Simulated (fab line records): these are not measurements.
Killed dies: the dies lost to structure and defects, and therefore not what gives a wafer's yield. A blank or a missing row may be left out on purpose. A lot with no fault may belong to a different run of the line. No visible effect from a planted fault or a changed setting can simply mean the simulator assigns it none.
fab line records ; flow rit-cmos
record lots=6; wafers=18; last-day=7
route steps=202 shown NSD@131 PSD@142 M1@202
lots that met no fault: taken from a fault-free run of the same line
start-h: hours from the record's first day to the start of the lot's first wafer shown ; wait-h: hours from the lot's prior step to this one ; " repeats the value in the row above ; L1.1+2: a single row standing in for several wafers ; - no value present, or no start provided ; * or withheld: withheld ; < > ~ a bound
route shown NAME@n: names a module that has steps shown in the file, with the first one's number in the route ; usual: mean/standard deviation of fault-free wafers ; same: alike in all rows ; chamber/n: place in a boat ; sites: the reading at each site ; _std_site: the standard deviation of these ; _edge_site: the outer-site mean with the inner-site mean subtracted ; radius-mm: for every site, how far away it sits from the centre of the wafer ; mask NAME#n: copy n ; behind: the last tool/chamber to shape the wafer ; hold: why the lot went on hold/how many hours it stayed there/how the hold came to an end ; device: transistor that didn't switch, given as n, p or np ; end of line: the same wafers' tests at the end of the route ; a step given without rows: its recipe and nothing more ; killed: not the wafer's yield, but the dies lost to structure and defects at the first sort ; map: dies across one wafer; x = killed, . = not, _ = none there
set.NAME: the setting that was run; set.NAME@STEP: the one run at that earlier step ; model.NAME: the simulator's own value behind a step, which no gauge read
lots at some steps of the route; a table a step, a row a wafer
services: a tool's chamber out of use, with start hour (start-h, from the record's first day; less than 0 if before it), hours out, and reason
## steps
# step RIT_NSD_HMDS_00
# recipe prime-time-s=60; prime-temp-c=140
# step RIT_NSD_COAT_01
# recipe resist=NOVOLAK; spin-rpm=3250; resist-thk-nm=1000
# step RIT_NSD_SOFTBAKE_02
# recipe resist=NOVOLAK; temp-c=90; time-s=60
# step RIT_NSD_EXPOSE_03
# recipe mask-id=M9; na=0.57; target-cd-nm=40700; dose-mj=250
# step RIT_NSD_PEB_04
# recipe resist=NOVOLAK; temp-c=withheld; time-s=withheld
# step RIT_NSD_DEVELOP_05
# recipe resist=NOVOLAK; develop-time-s=50; dev-temp-c=23
# step RIT_NSD_OVL_MEAS_06
# usual NSD_OVL=0.1/1.3
lot.wafer;tool;chamber;start-h;wait-h;NSD_OVL[nm]
L343.3;overlay-02;-;96.91;-;-1.2
L343.5;overlay-02;-;96.91;-;-0.7
L343.6;overlay-02;-;96.91;-;1.4
L346.1;overlay-02;-;112.50;-;-0.7
L346.2;overlay-02;-;112.50;-;-0.5
L346.4;overlay-02;-;112.50;-;-1.8
L347.1;overlay-01;-;115.96;-;-0.3
L347.5;overlay-01;-;115.96;-;0.2
L347.6;overlay-01;-;115.96;-;0.0
L350.2;overlay-01;-;132.92;-;0.1
L350.3;overlay-01;-;132.92;-;-1.2
L350.6;overlay-01;-;132.92;-;-0.2
L352.1;overlay-01;-;140.33;-;-1.0
L352.2;overlay-01;-;140.33;-;0.5
L352.6;overlay-01;-;140.33;-;0.4
L355.1;overlay-01;-;155.79;-;0.0
L355.2;overlay-01;-;155.79;-;2.1
L355.5;overlay-01;-;155.79;-;2.3
# step RIT_NSD_HARDBAKE_07
# recipe resist=NOVOLAK; temp-c=138.8; time-s=60
# step RIT_NSD_IMPLANT_08
# recipe species=P; energy-kev=24.54; dose-cm2=1e+15; tilt-deg=7
# step RIT_NSD_STRIP_09
# recipe chemistry=O2; time-s=180; resist=NOVOLAK; platen-temp-c=withheld; power-w=500; pressure-mtorr=4000; o2-flow-sccm=4000
# usual drypump-motor-current-A=5.9/0.35; rf-refl-power-W=6.5/1.2
lot.wafer;tool;chamber;start-h;wait-h;drypump-motor-current-A;rf-hours-counter-h;rf-refl-power-W
L343.3;plasma-asher-02;1;97.29;0.1;5.5;-;4.5
L343.5;plasma-asher-02;1;97.29;0.1;5.5;-;4.4
L343.6;plasma-asher-02;0;97.29;0.1;5.6;-;7.7
L346.1;plasma-asher-01;0;112.84;0.1;5.8;44;6.8
L346.2;plasma-asher-01;1;112.84;0.1;6.4;44;5.9
L346.4;plasma-asher-01;0;112.84;0.1;5.8;-;6.5
L347.1;plasma-asher-02;0;116.30;0.1;5.7;34;7.9
L347.5;plasma-asher-02;0;116.30;0.1;5.7;-;7.7
L347.6;plasma-asher-02;1;116.30;0.1;5.5;-;4.5
L350.2;plasma-asher-01;0;133.25;0.1;5.8;47;6.6
L350.3;plasma-asher-01;1;133.25;0.1;6.4;-;5.9
L350.6;plasma-asher-01;1;133.25;0.1;6.4;-;6.0
L352.1;plasma-asher-04;1;140.67;0.1;6.4;2;8.1
L352.2;plasma-asher-04;0;140.67;0.1;5.6;2;7.3
L352.6;plasma-asher-04;1;140.67;0.1;6.4;-;8.1
L355.1;plasma-asher-01;0;156.13;0.1;5.8;49;6.4
L355.2;plasma-asher-01;1;156.13;0.1;6.4;49;6.0
L355.5;plasma-asher-01;0;156.13;0.1;5.8;-;6.6
# step RIT_NSD_TW_MEAS_10
# usual NSD_TW=3107/27
lot.wafer;tool;chamber;start-h;wait-h;NSD_TW
L343.3;film-metro-03;-;97.42;0.1;3132
L343.5;film-metro-03;-;97.42;0.1;3136
L343.6;film-metro-03;-;97.42;0.1;3109
L346.1;film-metro-01;-;113.02;0.1;3081
L346.2;film-metro-01;-;113.02;0.1;3078
L346.4;film-metro-01;-;113.02;0.1;3076
L347.1;film-metro-04;-;116.48;0.1;3136
L347.5;film-metro-04;-;116.48;0.1;3149
L347.6;film-metro-04;-;116.48;0.1;3138
L350.2;film-metro-01;-;133.44;0.1;3077
L350.3;film-metro-01;-;133.44;0.1;3076
L350.6;film-metro-01;-;133.44;0.1;3071
L352.1;film-metro-03;-;140.84;0.1;3090
L352.2;film-metro-03;-;140.84;0.1;3101
L352.6;film-metro-03;-;140.84;0.1;3086
L355.1;film-metro-01;-;156.30;0.1;3068
L355.2;film-metro-01;-;156.30;0.1;3061
L355.5;film-metro-01;-;156.30;0.1;3075
# step RIT_PSD_HMDS_00
# recipe prime-time-s=60; prime-temp-c=140
# step RIT_PSD_COAT_01
# recipe resist=NOVOLAK; spin-rpm=3250; resist-thk-nm=1000
# usual spin-speed-rpm=3250.4/2.5
lot.wafer;tool;chamber;start-h;wait-h;spin-speed-rpm;model.NOVOLAK_of_PSD_COAT_01.thk-nm
L343.3;litho-track-01;0;97.66;0.1;3255.7;998.5
L343.5;litho-track-01;0;97.66;0.1;3250.0;1001
L343.6;litho-track-01;0;97.66;0.1;3254.2;997.7
L346.1;litho-track-01;0;113.36;0.1;3377.1;979.6
L346.2;litho-track-01;0;113.36;0.1;3377.8;979
L346.4;litho-track-01;0;113.36;0.1;3377.9;978.9
L347.1;litho-track-01;0;116.69;0.1;3375.0;982.7
L347.5;litho-track-01;0;116.69;0.1;3380.2;980.7
L347.6;litho-track-01;0;116.69;0.1;3375.0;983.1
L350.2;litho-track-04;0;133.66;0.1;3248.7;998.5
L350.3;litho-track-04;0;133.66;0.1;3256.2;1001
L350.6;litho-track-04;0;133.66;0.1;3253.0;996.7
L352.1;litho-track-02;0;141.05;0.1;3251.2;1005
L352.2;litho-track-02;0;141.05;0.1;3251.5;1002
L352.6;litho-track-02;0;141.05;0.1;3252.2;1001
L355.1;litho-track-02;0;156.51;0.1;3249.3;1000
L355.2;litho-track-02;0;156.51;0.1;3250.7;999.7
L355.5;litho-track-02;0;156.51;0.1;3248.8;1002
# step RIT_PSD_SOFTBAKE_02
# recipe resist=NOVOLAK; temp-c=90; time-s=60
# step RIT_PSD_EXPOSE_03
# recipe mask-id=M10; na=0.57; target-cd-nm=40900; dose-mj=250
# step RIT_PSD_PEB_04
# recipe resist=NOVOLAK; temp-c=withheld; time-s=withheld
# step RIT_PSD_DEVELOP_05
# recipe resist=NOVOLAK; develop-time-s=50; dev-temp-c=23
# step RIT_PSD_OVL_MEAS_06
# usual PSD_OVL=-0.2/1.4
lot.wafer;tool;chamber;start-h;wait-h;PSD_OVL[nm]
L343.3;overlay-01;-;98.33;-;1.1
L343.5;overlay-01;-;98.33;-;1.6
L343.6;overlay-01;-;98.33;-;-1.2
L346.1;overlay-01;-;114.21;-;0.5
L346.2;overlay-01;-;114.21;-;-0.1
L346.4;overlay-01;-;114.21;-;2.3
L347.1;overlay-01;-;117.51;-;0.3
L347.5;overlay-01;-;117.51;-;-1.3
L347.6;overlay-01;-;117.51;-;-3.5
L350.2;overlay-02;-;134.55;-;-0.6
L350.3;overlay-02;-;134.55;-;-0.7
L350.6;overlay-02;-;134.55;-;0.0
L352.1;overlay-01;-;141.75;-;0.4
L352.2;overlay-01;-;141.75;-;-1.2
L352.6;overlay-01;-;141.75;-;1.7
L355.1;overlay-01;-;157.21;-;-0.7
L355.2;overlay-01;-;157.21;-;-0.8
L355.5;overlay-01;-;157.21;-;-1.1
# step RIT_PSD_HARDBAKE_07
# recipe resist=NOVOLAK; temp-c=140; time-s=60
lot.wafer;tool;chamber;start-h;wait-h;model.NOVOLAK_of_PSD_COAT_01.thk-nm
L343.3;litho-track-04;0;98.40;0.1;882.5
L343.5;litho-track-04;0;98.40;0.1;884.9
L343.6;litho-track-04;0;98.40;0.1;881.8
L346.1;litho-track-02;0;114.25;0.0;865.9
L346.2+4;litho-track-02;0;114.25;0.0;865.3
L347.1;litho-track-01;0;117.55;0.0;868.6
L347.5;litho-track-01;0;117.55;0.0;866.9
L347.6;litho-track-01;0;117.55;0.0;868.9
L350.2;litho-track-02;0;134.66;0.1;882.5
L350.3;litho-track-02;0;134.66;0.1;885
L350.6;litho-track-02;0;134.66;0.1;880.8
L352.1;litho-track-04;0;141.79;0.0;887.8
L352.2;litho-track-04;0;141.79;0.0;885.7
L352.6;litho-track-04;0;141.79;0.0;884.3
L355.1;litho-track-01;0;157.26;0.0;884.1
L355.2;litho-track-01;0;157.26;0.0;883.5
L355.5;litho-track-01;0;157.26;0.0;885.3
# step RIT_PSD_IMPLANT_08
# recipe species=BF2; energy-kev=27; dose-cm2=5e+15; tilt-deg=7
# step RIT_M1_PROBE_99
# usual killed-at-contacts=0.1/0.25; killed-at-front-end=6.3/2.9; killed-dies=6.4/2.8; killed-open=3.3/2; killed-short=3.1/2
# same gross-dies=264; killed_at_M0_to_M3=0; killed_at_M4_up=0; killed-at-back-side=0; killed-at-other=0
lot.wafer;tool;chamber;start-h;wait-h;killed-at-contacts;killed-at-front-end;killed-dies;killed-open;killed-short
L343.3;prober-02;-;107.32;0.2;0;5;5;1;4
L343.5;prober-02;-;107.42;0.2;0;5;5;2;3
L343.6;prober-02;-;107.47;0.2;0;5;5;2;3
L346.1;prober-02;-;122.94;0.1;0;5;5;2;3
L346.2;prober-02;-;122.99;0.1;0;8;8;4;4
L346.4;prober-02;-;123.09;0.2;0;6;6;3;3
L347.1;prober-01;-;126.15;0.1;0;7;7;3;4
L347.5;prober-01;-;126.35;0.2;0;5;5;3;2
L347.6;prober-01;-;126.40;0.2;0;11;11;6;5
L350.2;prober-02;-;142.95;0.1;0;6;6;5;1
L350.3;prober-02;-;143.00;0.2;0;6;6;4;2
L350.6;prober-02;-;143.15;0.2;0;11;11;6;5
L352.1;prober-02;-;150.47;0.1;0;10;10;7;3
L352.2;prober-02;-;150.52;0.1;1;5;6;2;4
L352.6;prober-02;-;150.72;0.2;0;12;12;7;5
L355.1;prober-01;-;165.99;0.1;0;12;12;11;1
L355.2;prober-01;-;166.04;0.1;0;11;11;6;5
L355.5;prober-01;-;166.19;0.2;0;8;8;5;3
# killed by level:class
L343.3 FOX1:geometric-particle:short=1 REOX:geometric-particle:open=1 GATE:geometric-particle:short=1 SPACER:geometric-particle:short=1 SILICIDE:geometric-particle:short=1
L343.5 FOX2:geometric-particle:short=1 GATE:geometric-particle:short=1 GATE:geometric-particle:open=1 SPACER:geometric-particle:short=1 SPACER:geometric-particle:open=1
L343.6 GATE:geometric-particle:open=2 GATE:geometric-particle:short=1 SPACER:geometric-particle:short=1 SILICIDE:geometric-particle:short=1
L346.1 FOX1:geometric-particle:open=1 FOX1:geometric-particle:short=1 GATE:geometric-particle:open=1 REOX:geometric-particle:short=1 SILICIDE:geometric-particle:short=1
L346.2 REOX:geometric-particle:short=3 FOX1:geometric-particle:open=2 FOX2:geometric-particle:open=1 GATE:geometric-particle:short=1 SILICIDE:geometric-particle:open=1
L346.4 FOX1:geometric-particle:short=2 GATE:geometric-particle:open=2 FOX1:geometric-particle:open=1 GATE:geometric-particle:short=1
L347.1 FOX1:geometric-particle:open=3 FOX1:geometric-particle:short=1 GATE:geometric-particle:short=1 SPACER:geometric-particle:short=1 SILICIDE:geometric-particle:short=1
L347.5 FOX1:geometric-particle:open=1 GATE:geometric-particle:short=1 REOX:geometric-particle:short=1 SPACER:geometric-particle:open=1 SILICIDE:geometric-particle:open=1
L347.6 GATE:geometric-particle:open=4 FOX2:geometric-particle:open=2 SPACER:geometric-particle:short=2 FOX1:geometric-particle:short=1 GATE:geometric-particle:short=1 REOX:geometric-particle:short=1
L350.2 GATE:geometric-particle:open=2 SILICIDE:geometric-particle:open=2 GATE:geometric-particle:short=1 REOX:geometric-particle:open=1
L350.3 GATE:geometric-particle:open=2 REOX:geometric-particle:open=1 REOX:geometric-particle:short=1 SPACER:geometric-particle:short=1 SILICIDE:geometric-particle:open=1
L350.6 FOX1:geometric-particle:open=3 GATE:geometric-particle:open=2 GATE:geometric-particle:short=2 FOX1:geometric-particle:short=1 REOX:geometric-particle:short=1 SPACER:geometric-particle:short=1 SPACER:geometric-particle:open=1
L352.1 GATE:geometric-particle:open=4 GATE:geometric-particle:short=2 FOX1:geometric-particle:short=1 FOX1:geometric-particle:open=1 REOX:geometric-particle:open=1 SPACER:geometric-particle:open=1
L352.2 SILICIDE:geometric-particle:short=2 FOX1:geometric-particle:short=1 REOX:geometric-particle:short=1 REOX:geometric-particle:open=1 CONTACT:geometric-particle:open=1
L352.6 GATE:geometric-particle:short=4 GATE:geometric-particle:open=4 FOX1:geometric-particle:short=1 FOX2:geometric-particle:open=1 SPACER:geometric-particle:open=1 SILICIDE:geometric-particle:open=1
L355.1 GATE:geometric-particle:open=5 SPACER:geometric-particle:open=4 REOX:geometric-particle:open=2 REOX:geometric-particle:short=1
L355.2 GATE:geometric-particle:open=4 FOX1:geometric-particle:short=1 FOX2:geometric-particle:short=1 GATE:geometric-particle:short=1 REOX:geometric-particle:short=1 REOX:geometric-particle:open=1 SPACER:geometric-particle:open=1 SILICIDE:geometric-particle:short=1
L355.5 SPACER:geometric-particle:open=2 FOX2:geometric-particle:open=1 FOX2:geometric-particle:short=1 GATE:geometric-particle:open=1 REOX:geometric-particle:short=1 SPACER:geometric-particle:short=1 SILICIDE:geometric-particle:open=1
## services
tool;chamber;start-h;hours;kind
plasma-asher-04;-;108.75;9.0;pm
plasma-asher-04;0;108.75;9.0;vent-cycle
plasma-asher-04;1;108.75;9.0;vent-cycle
plasma-asher-04;0;117.75;-;clean
plasma-asher-04;1;117.75;-;clean
## key
first-sign step=RIT_PSD_COAT_01; reading=spin-speed-rpm; direction=up; sigmas=50; usual=3250.4; struck=3377.2
effect none on later readings
model-effect step=RIT_PSD_COAT_01; value=NOVOLAK_of_PSD_COAT_01.thk-nm; without=999.7; struck=980.7
model-effect step=RIT_PSD_HARDBAKE_07; value=NOVOLAK_of_PSD_COAT_01.thk-nm; without=883.5; struck=866.8
met-at RIT_PSD_COAT_01
struck-wafers L346.1,L346.2,L346.4,L347.1,L347.5,L347.6
tester-left-out L346,L347
onset-between 97.66 113.36
fault kind=process-parameter-drift; tool=litho-track-01; chamber=-; onset-h=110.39; steps=RIT_PSD_COAT_01; channel=spin-rpm; offset=127.68; shape=step; end-h=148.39; acts-in=these-recipes-only; stated=3250
# tester-left-out: of these lots the tester's yield and bins aren't shown, on N5 and GAA mostly nor the transistor test; their killed dies are dies lost to structure and defects alone, not to doping, threshold or leakage, so they don't give the yield
